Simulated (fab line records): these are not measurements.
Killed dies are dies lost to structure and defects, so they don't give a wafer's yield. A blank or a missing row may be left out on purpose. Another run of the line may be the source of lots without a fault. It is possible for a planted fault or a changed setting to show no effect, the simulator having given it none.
The tool behind it: which one? || flow rit cmos || 39 wafers from 13 lots sampled at 2 of the route's 202 steps

## WHAT THE GAUGES READ, wafer by wafer
RIT_GATE_CD_MEAS_16 targets a cd of 150 nm. Usual: 151.5 nm for cd nm, sd 2.9.
{"lot": "L468", "measured": "day 2 12:55", "on": "cd sem-01", "cd nm (nm)": "152.0 155.5 153.7", "flag": ""}
{"lot": "L469", "measured": "day 2 18:14", "on": "cd sem-02", "cd nm (nm)": "152.3 155.6 151.8", "flag": ""}
{"lot": "L471", "measured": "day 3 04:03", "on": "cd sem-02", "cd nm (nm)": "151.3 153.8 152.5", "flag": ""}
{"lot": "L472", "measured": "day 3 08:49", "on": "cd sem-02", "cd nm (nm)": "154.0 153.2 154.4", "flag": ""}
{"lot": "L473", "measured": "day 3 18:11", "on": "cd sem-01", "cd nm (nm)": "148.6 143.6 146.3", "flag": ""}
{"lot": "L474", "measured": "day 4 00:25", "on": "cd sem-01", "cd nm (nm)": "150.5 152.4 152.6", "flag": ""}
{"lot": "L475", "measured": "day 4 01:52", "on": "cd sem-01", "cd nm (nm)": "148.6 148.4 148.8", "flag": ""}
{"lot": "L476", "measured": "day 4 04:54", "on": "cd sem-01", "cd nm (nm)": "149.1 147.3 147.1", "flag": ""}
{"lot": "L478", "measured": "day 4 16:42", "on": "cd sem-01", "cd nm (nm)": "151.6 151.3 151.8", "flag": ""}
{"lot": "L481", "measured": "day 5 11:58", "on": "cd sem-01", "cd nm (nm)": "130.1 127.2 127.5", "flag": "OFF"}
{"lot": "L483", "measured": "day 5 18:47", "on": "cd sem-02", "cd nm (nm)": "151.6 153.1 153.1", "flag": ""}
{"lot": "L490", "measured": "day 7 02:52", "on": "cd sem-01", "cd nm (nm)": "153.2 153.2 153.5", "flag": ""}
{"lot": "L491", "measured": "day 7 07:43", "on": "cd sem-02", "cd nm (nm)": "148.0 147.2 148.2", "flag": ""}

## TOOL THAT RAN EACH LOT (tool first, then ch and the chambers of the sampled wafers, then the start)
{"lot": "L468", "RIT_GATE_EXPOSE_13": "iline stepper-01 ch 0, day 2 12:29"}
{"lot": "L469", "RIT_GATE_EXPOSE_13": "iline stepper-01 ch 0, day 2 17:50"}
{"lot": "L471", "RIT_GATE_EXPOSE_13": "iline stepper-02 ch 0, day 3 03:39"}
{"lot": "L472", "RIT_GATE_EXPOSE_13": "iline stepper-02 ch 0, day 3 08:20"}
{"lot": "L473", "RIT_GATE_EXPOSE_13": "iline stepper-01 ch 0, day 3 17:47"}
{"lot": "L474", "RIT_GATE_EXPOSE_13": "iline stepper-01 ch 0, day 3 23:51"}
{"lot": "L475", "RIT_GATE_EXPOSE_13": "iline stepper-01 ch 0, day 4 01:28"}
{"lot": "L476", "RIT_GATE_EXPOSE_13": "iline stepper-02 ch 0, day 4 04:30"}
{"lot": "L478", "RIT_GATE_EXPOSE_13": "iline stepper-01 ch 0, day 4 16:18"}
{"lot": "L481", "RIT_GATE_EXPOSE_13": "iline stepper-01 ch 0, day 5 11:34"}
{"lot": "L483", "RIT_GATE_EXPOSE_13": "iline stepper-01 ch 0, day 5 18:21"}
{"lot": "L490", "RIT_GATE_EXPOSE_13": "iline stepper-02 ch 0, day 7 02:20"}
{"lot": "L491", "RIT_GATE_EXPOSE_13": "iline stepper-02 ch 0, day 7 07:11"}
- RIT_GATE_EXPOSE_13: exposes mask M6, target cd 150 nm.

## AS READ BY THE TOOLS THEMSELVES (means over the sampled wafers that have a number; for cases with no such wafer, the mark the record gives instead)
The record holds no such reading with a usual standard deviation.

## THE ANSWER, worked out from the rows above alone
Rule: lot off if the mean of its wafers having a number is beyond 3 standard deviations from the usual mean. A lot without any number at a reading at which 4 lots or more have one is off too. All remaining lots with rows at the step are treated as sound. Order of review: gauges by route order, followed by the tools' own readings, for which a lot's mean as printed above is used. At the first step where some lot is off, the reading lying furthest off is the one used; lots without a number count as furthest.
Off: L481 (RIT_GATE_CD_MEAS_16, cd nm).
If a tool, at a process step before that reading, ran all the lots that are off and no sound lot after the first of them, it fits. Those tools and the gauges at RIT_GATE_CD_MEAS_16 are tried in the same way. Not one of the candidates tried fits.

## WHAT HAD BEEN PUT IN BY THE SIMULATOR
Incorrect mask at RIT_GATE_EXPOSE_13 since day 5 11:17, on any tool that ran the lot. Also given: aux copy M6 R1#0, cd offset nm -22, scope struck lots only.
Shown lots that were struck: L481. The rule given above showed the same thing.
